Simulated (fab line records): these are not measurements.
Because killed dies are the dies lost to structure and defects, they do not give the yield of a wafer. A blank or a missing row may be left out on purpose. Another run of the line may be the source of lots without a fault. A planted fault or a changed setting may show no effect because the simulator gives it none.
Chamber matching	flow rit-cmos	4 sister chambers for RIT_GATE_ETCH_19 on rie-si-02
The step etches poly-Si in SF6/CHF3/O2, stops on SiO2, time 165 s, target depth 312.5 nm. 4 wafers are shown with their chamber, then 7 later ones without.

== WAFERS WITH THEIR CHAMBER ==
wafer	chamber	throttle-valve-pct (%)
L524.3	2	10.07
L524.6	3	10.38
L525.6	0	10.08
L526.5	1	10.30

== WAFERS WITH NO CHAMBER GIVEN ==
wafer	throttle-valve-pct (%)
L526.6	10.05
L529.2	10.37
L529.3	10.07
L529.6	10.32
L531.1	10.07
L531.2	10.35
L531.3	10.07

== EACH ONE'S CHAMBER ==
wafer	from the rows above	in truth
L526.6	can't be placed: 2 or 0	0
L529.2	3	3
L529.3	can't be placed: 2 or 0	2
L529.6	1	1
L531.1	can't be placed: 2 or 0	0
L531.2	can't be placed: 3 or 1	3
L531.3	can't be placed: 2 or 0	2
Placed correctly: 2 of 7. From these rows, 5 cannot be placed; in 5 the true chamber is one of the candidates. Placed wrongly: 0.
How it was worked out, from the rows above alone: a wafer's distance from a chamber is the root of the sum, over the readings, of the square of ((its reading less the chamber's mean) divided by the reading's scatter). If the next closest chamber is less than 2 further off than the closest, the wafer can't be placed; otherwise it belongs to the closest. A chamber's mean is the mean of its shown wafers. The scatter: root of mean squared gap, hidden wafer to nearest shown wafer, with one shown wafer a chamber.
